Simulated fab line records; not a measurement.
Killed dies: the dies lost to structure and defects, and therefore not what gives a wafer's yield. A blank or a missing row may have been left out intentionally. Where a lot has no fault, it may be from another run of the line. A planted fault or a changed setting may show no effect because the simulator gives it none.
Which tool did it? :: flow berkeley-cmos170 :: 14 lots with 42 wafers sampled at 6 steps, on a route of 331 steps

WHAT EACH GAUGE READ, for each wafer
UCB170_M2_RS_MEAS_02: the measuring method here is four-point-probe. Usual: M2_AL_RS typically reads 0.0318 ohm/sq, with standard deviation 0.00039.
lot: L378
measured: day 7 05:56
on: film-metro-02
M2_AL_RS (ohm/sq): 0.0318 0.0323 0.0317
flag: 

lot: L379
measured: day 8 07:57
on: film-metro-04
M2_AL_RS (ohm/sq): 0.0323 0.0320 0.0317
flag: 

lot: L380
measured: day 8 07:47
on: film-metro-04
M2_AL_RS (ohm/sq): 0.0320 0.0318 0.0318
flag: 

lot: L381
measured: day 8 12:49
on: film-metro-01
M2_AL_RS (ohm/sq): 0.0315 0.0315 0.0310
flag: 

lot: L382
measured: day 8 20:58
on: film-metro-02
M2_AL_RS (ohm/sq): 0.0313 0.0313 0.0313
flag: 

lot: L383
measured: day 8 21:25
on: film-metro-01
M2_AL_RS (ohm/sq): 0.0316 0.0319 0.0315
flag: 

lot: L386
measured: day 9 05:29
on: film-metro-02
M2_AL_RS (ohm/sq): 0.0322 0.0320 0.0321
flag: 

lot: L389
measured: day 10 12:14
on: film-metro-01
M2_AL_RS (ohm/sq): 0.0377 0.0378 0.0373
flag: OFF

lot: L390
measured: day 10 16:55
on: film-metro-02
M2_AL_RS (ohm/sq): 0.0380 0.0377 0.0375
flag: OFF

lot: L393
measured: day 10 16:46
on: film-metro-04
M2_AL_RS (ohm/sq): 0.0313 0.0313 0.0318
flag: 

lot: L394
measured: day 10 17:21
on: film-metro-04
M2_AL_RS (ohm/sq): 0.0312 0.0316 0.0318
flag: 

lot: L397
measured: day 11 16:34
on: film-metro-01
M2_AL_RS (ohm/sq): 0.0315 0.0318 0.0320
flag: 

lot: L401
measured: day 12 12:05
on: film-metro-01
M2_AL_RS (ohm/sq): 0.0317 0.0317 0.0317
flag: 

lot: L400
measured: day 12 12:21
on: film-metro-01
M2_AL_RS (ohm/sq): 0.0322 0.0321 0.0322
flag: 

UCB170_M2_THK_MEAS_03: measures by xrf. Usual: M2_AL_THK typically reads 920 nm, with standard deviation 13.
lot: L378
measured: day 7 06:03
on: film-metro-02
M2_AL_THK (nm): 925 909 919
flag: 

lot: L379
measured: day 8 08:04
on: film-metro-04
M2_AL_THK (nm): 905 917 923
flag: 

lot: L380
measured: day 8 07:53
on: film-metro-04
M2_AL_THK (nm): 919 923 917
flag: 

lot: L381
measured: day 8 12:56
on: film-metro-01
M2_AL_THK (nm): 924 925 938
flag: 

lot: L382
measured: day 8 21:04
on: film-metro-02
M2_AL_THK (nm): 940 941 946
flag: 

lot: L383
measured: day 8 21:31
on: film-metro-01
M2_AL_THK (nm): 923 913 925
flag: 

lot: L386
measured: day 9 05:36
on: film-metro-02
M2_AL_THK (nm): 915 922 917
flag: 

lot: L389
measured: day 10 12:22
on: film-metro-01
M2_AL_THK (nm): 799 795 803
flag: OFF

lot: L390
measured: day 10 17:02
on: film-metro-02
M2_AL_THK (nm): 804 807 812
flag: OFF

lot: L393
measured: day 10 16:53
on: film-metro-04
M2_AL_THK (nm): 943 942 928
flag: 

lot: L394
measured: day 10 17:28
on: film-metro-04
M2_AL_THK (nm): 942 931 929
flag: 

lot: L397
measured: day 11 16:41
on: film-metro-01
M2_AL_THK (nm): 921 914 912
flag: 

lot: L401
measured: day 12 12:12
on: film-metro-01
M2_AL_THK (nm): 920 915 918
flag: 

lot: L400
measured: day 12 12:27
on: film-metro-01
M2_AL_THK (nm): 905 906 905
flag: 

UCB170_M2_CD_MEAS_15: the cd target is 700 nm. Usual: 700.0 nm for cd-nm, sd 1.4.
lot: L378
measured: day 7 09:04
on: cd-sem-02
cd-nm (nm): 699.6 699.6 700.2
flag: 

lot: L379
measured: day 8 09:53
on: cd-sem-01
cd-nm (nm): 699.9 698.6 701.5
flag: 

lot: L380
measured: day 8 09:39
on: cd-sem-02
cd-nm (nm): 699.4 699.3 699.6
flag: 

lot: L381
measured: day 8 14:59
on: cd-sem-02
cd-nm (nm): 699.1 698.3 698.3
flag: 

lot: L382
measured: day 8 23:22
on: cd-sem-01
cd-nm (nm): 699.9 700.3 700.0
flag: 

lot: L383
measured: day 8 23:56
on: cd-sem-02
cd-nm (nm): 698.0 696.7 698.9
flag: 

lot: L386
measured: day 9 09:34
on: cd-sem-01
cd-nm (nm): 700.4 701.2 700.5
flag: 

lot: L389
measured: day 10 14:35
on: cd-sem-02
cd-nm (nm): 699.6 700.8 700.7
flag: 

lot: L390
measured: day 10 19:34
on: cd-sem-02
cd-nm (nm): 700.9 701.1 700.2
flag: 

lot: L393
measured: day 10 19:20
on: cd-sem-02
cd-nm (nm): 699.8 700.6 698.8
flag: 

lot: L394
measured: day 10 20:11
on: cd-sem-02
cd-nm (nm): 699.0 699.2 698.8
flag: 

lot: L397
measured: day 11 18:55
on: cd-sem-02
cd-nm (nm): 700.5 701.0 701.3
flag: 

lot: L401
measured: day 12 15:03
on: cd-sem-01
cd-nm (nm): 700.4 700.7 700.6
flag: 

lot: L400
measured: day 12 15:41
on: cd-sem-01
cd-nm (nm): 699.4 699.5 697.8
flag: 

UCB170_M2_OVL_MEAS_16. Usual: M2_OVL typically reads 1 nm, with standard deviation 5.1.
lot: L378
measured: day 7 09:11
on: overlay-02
M2_OVL (nm): 9 11 -1
flag: 

lot: L379
measured: day 8 10:00
on: overlay-01
M2_OVL (nm): 8 -2 1
flag: 

lot: L380
measured: day 8 09:46
on: overlay-01
M2_OVL (nm): -8 -3 -5
flag: 

lot: L381
measured: day 8 15:07
on: overlay-01
M2_OVL (nm): 8 2 -2
flag: 

lot: L382
measured: day 8 23:26
on: overlay-01
M2_OVL (nm): -2 9 0
flag: 

lot: L383
measured: day 9 00:02
on: overlay-02
M2_OVL (nm): 9 -2 4
flag: 

lot: L386
measured: day 9 09:40
on: overlay-02
M2_OVL (nm): 3 7 4
flag: 

lot: L389
measured: day 10 14:43
on: overlay-01
M2_OVL (nm): -6 1 0
flag: 

lot: L390
measured: day 10 19:41
on: overlay-02
M2_OVL (nm): -7 -2 -3
flag: 

lot: L393
measured: day 10 19:28
on: overlay-02
M2_OVL (nm): 2 -5 -1
flag: 

lot: L394
measured: day 10 20:18
on: overlay-01
M2_OVL (nm): 5 6 -2
flag: 

lot: L397
measured: day 11 19:02
on: overlay-01
M2_OVL (nm): 0 12 -1
flag: 

lot: L401
measured: day 12 15:10
on: overlay-02
M2_OVL (nm): -1 -1 -5
flag: 

lot: L400
measured: day 12 15:46
on: overlay-02
M2_OVL (nm): -2 -7 -7
flag: 

EACH LOT AND THE TOOL THAT RAN IT (in order: tool; ch and the chambers of the sampled wafers; start)
lot: L378
UCB170_V1_CMP_02: cmp-02 ch 0,1,2, day 7 03:20
UCB170_M2_SPUTTER_01: pvd-sputter-02, day 7 05:51

lot: L379
UCB170_V1_CMP_02: cmp-02 ch 1,2,3, day 8 04:15
UCB170_M2_SPUTTER_01: pvd-sputter-04, day 8 07:52

lot: L380
UCB170_V1_CMP_02: cmp-01 ch 1,2, day 8 04:15
UCB170_M2_SPUTTER_01: pvd-sputter-01, day 8 07:40

lot: L381
UCB170_V1_CMP_02: cmp-01 ch 0,2,3, day 8 10:10
UCB170_M2_SPUTTER_01: pvd-sputter-01, day 8 12:39

lot: L382
UCB170_V1_CMP_02: cmp-02 ch 1,2,3, day 8 18:31
UCB170_M2_SPUTTER_01: pvd-sputter-01, day 8 20:49

lot: L383
UCB170_V1_CMP_02: cmp-02 ch 0,1, day 8 18:40
UCB170_M2_SPUTTER_01: pvd-sputter-04, day 8 21:18

lot: L386
UCB170_V1_CMP_02: cmp-02 ch 0,3, day 9 01:39
UCB170_M2_SPUTTER_01: pvd-sputter-02, day 9 05:23

lot: L389
UCB170_V1_CMP_02: cmp-01 ch 1,3, day 10 08:16
UCB170_M2_SPUTTER_01: pvd-sputter-02, day 10 12:10

lot: L390
UCB170_V1_CMP_02: cmp-02 ch 0,1,2, day 10 14:22
UCB170_M2_SPUTTER_01: pvd-sputter-02, day 10 16:50

lot: L393
UCB170_V1_CMP_02: cmp-01 ch 0,2,3, day 10 14:22
UCB170_M2_SPUTTER_01: pvd-sputter-01, day 10 16:41

lot: L394
UCB170_V1_CMP_02: cmp-01 ch 1,2,3, day 10 14:40
UCB170_M2_SPUTTER_01: pvd-sputter-01, day 10 17:16

lot: L397
UCB170_V1_CMP_02: cmp-01 ch 1,2, day 11 13:16
UCB170_M2_SPUTTER_01: pvd-sputter-01, day 11 16:28

lot: L401
UCB170_V1_CMP_02: cmp-02 ch 0,1, day 12 06:58
UCB170_M2_SPUTTER_01: pvd-sputter-01, day 12 11:57

lot: L400
UCB170_V1_CMP_02: cmp-01 ch 1,3, day 12 07:01
UCB170_M2_SPUTTER_01: pvd-sputter-01, day 12 12:13
- UCB170_V1_CMP_02: polishes SiO2.
- UCB170_M2_SPUTTER_01: material Al, target thk 900 nm, time 120 s.

WHAT THE TOOLS THEMSELVES READ (means of the sampled wafers that have a number; where no wafer has one, the mark that the record gives instead)
UCB170_V1_CMP_02. Usual: 15.9 A for motor-current-A, sd 2.
lot: L378
tool: cmp-02
motor-current-A (A): 17.6
flag: 

lot: L379
tool: cmp-02
motor-current-A (A): 16.0
flag: 

lot: L380
tool: cmp-01
motor-current-A (A): 17.4
flag: 

lot: L381
tool: cmp-01
motor-current-A (A): 14.7
flag: 

lot: L382
tool: cmp-02
motor-current-A (A): 16.0
flag: 

lot: L383
tool: cmp-02
motor-current-A (A): 17.5
flag: 

lot: L386
tool: cmp-02
motor-current-A (A): 18.0
flag: 

lot: L389
tool: cmp-01
motor-current-A (A): 14.4
flag: 

lot: L390
tool: cmp-02
motor-current-A (A): 17.0
flag: 

lot: L393
tool: cmp-01
motor-current-A (A): 13.9
flag: 

lot: L394
tool: cmp-01
motor-current-A (A): 15.2
flag: 

lot: L397
tool: cmp-01
motor-current-A (A): 16.3
flag: 

lot: L401
tool: cmp-02
motor-current-A (A): 17.8
flag: 

lot: L400
tool: cmp-01
motor-current-A (A): 15.9
flag: 

UCB170_M2_SPUTTER_01. Usual: 30.0 % for throttle-valve-pct, sd 0.78.
lot: L378
tool: pvd-sputter-02
throttle-valve-pct (%): 30.6
flag: 

lot: L379
tool: pvd-sputter-04
throttle-valve-pct (%): 30.5
flag: 

lot: L380
tool: pvd-sputter-01
throttle-valve-pct (%): 29.3
flag: 

lot: L381
tool: pvd-sputter-01
throttle-valve-pct (%): 29.3
flag: 

lot: L382
tool: pvd-sputter-01
throttle-valve-pct (%): 29.0
flag: 

lot: L383
tool: pvd-sputter-04
throttle-valve-pct (%): 30.5
flag: 

lot: L386
tool: pvd-sputter-02
throttle-valve-pct (%): 30.2
flag: 

lot: L389
tool: pvd-sputter-02
throttle-valve-pct (%): 31.0
flag: 

lot: L390
tool: pvd-sputter-02
throttle-valve-pct (%): 29.8
flag: 

lot: L393
tool: pvd-sputter-01
throttle-valve-pct (%): 29.2
flag: 

lot: L394
tool: pvd-sputter-01
throttle-valve-pct (%): 29.3
flag: 

lot: L397
tool: pvd-sputter-01
throttle-valve-pct (%): 29.5
flag: 

lot: L401
tool: pvd-sputter-01
throttle-valve-pct (%): 29.3
flag: 

lot: L400
tool: pvd-sputter-01
throttle-valve-pct (%): 29.1
flag: 

THE ANSWER, worked out from the rows above alone
Rule: a lot is off if the mean of its wafers that have a number lies more than 3 standard deviations from the usual mean. Also off: a lot with no number at a reading for which 4 or more lots have one. Any other lot the step has rows for is counted as sound. First the gauges in route order, then the tools' own readings, where a lot's mean is used as printed above. The first step at which some lot is off is used, and at that step the reading that is off furthest; a lot without a number counts as furthest.
Off: L389, L390, at UCB170_M2_RS_MEAS_02 (M2_AL_RS).
A tool fits if, at a process step before that reading, it ran every lot that is off, and no sound lot after the first of them. Gauges at UCB170_M2_RS_MEAS_02: tried the same way as those tools. One fits: pvd-sputter-02 at UCB170_M2_SPUTTER_01. Its last sound lot is L386 (day 9 05:23), its first lot that is off L389 (day 10 12:10): a fault that began between those two fits.

WHAT HAD BEEN PUT IN BY THE SIMULATOR
Site profile drift: pvd-sputter-02, from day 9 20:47 on, at UCB170_M2_SPUTTER_01. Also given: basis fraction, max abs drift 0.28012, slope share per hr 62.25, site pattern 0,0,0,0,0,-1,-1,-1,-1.
Lots struck among those shown: L389, L390. The rule above reached the same finding.
